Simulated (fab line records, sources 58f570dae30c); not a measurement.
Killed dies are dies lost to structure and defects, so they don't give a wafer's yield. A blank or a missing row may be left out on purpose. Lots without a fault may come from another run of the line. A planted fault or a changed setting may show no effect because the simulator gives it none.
Chamber matching | flow berkeley_cmos170 | UCB170_GATE_ETCH_15 on rie_si-02: 4 sister chambers
The step etches poly-Si in HBr/Cl2, stops on SiO2, time 56.3 s, target depth 278.2 nm. 8 wafers are shown with their chamber, then 8 later ones without.

WAFERS WITH THEIR CHAMBER
wafer  | chamber | throttle_valve_pct (%) | oes_product_au (a.u.)
L104.1 | 3       | 26.64                  | 0.850
L106.1 | 3       | 26.65                  | 0.838
L106.5 | 2       | 26.24                  | 0.838
L115.6 | 0       | 26.59                  | 0.831
L119.2 | 1       | 26.58                  | 0.836
L119.4 | 2       | 26.26                  | 0.851
L119.6 | 0       | 26.59                  | 0.830
L118.2 | 1       | 26.56                  | 0.831

WAFERS WITHOUT THEIR CHAMBER
wafer  | throttle_valve_pct (%) | oes_product_au (a.u.)
L118.4 | 26.65                  | 0.833
L118.5 | 26.67                  | 0.829
L122.1 | 26.66                  | 0.835
L122.2 | 26.24                  | 0.817
L122.5 | 26.25                  | 0.822
L123.3 | 26.56                  | 0.833
L123.5 | 26.57                  | 0.838
L123.6 | 26.56                  | 0.835

WHICH CHAMBER EACH WENT THROUGH
wafer  | from the rows above     | in truth
L118.4 | 3                       | 3
L118.5 | 3                       | 3
L122.1 | 3                       | 3
L122.2 | 2                       | 2
L122.5 | 2                       | 2
L123.3 | can't be placed: 1 or 0 | 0
L123.5 | can't be placed: 1 or 0 | 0
L123.6 | can't be placed: 1 or 0 | 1
Placed correctly: 5 of 8. Can't be placed from these rows: 3 (the true chamber is among the candidates in 3). Placed wrongly: 0.
How it was worked out, from the rows above alone: a wafer's distance from a chamber is the root of the sum, over the readings, of the square of ((its reading less the chamber's mean) divided by the reading's scatter). The wafer belongs to the nearest chamber; if the next one is less than 2 further off, it can't be placed. A chamber's mean is the mean of its shown wafers. The scatter: the root of (the sum of the squares of (reading less its chamber's mean) over the shown wafers, divided by (wafers less chambers)).
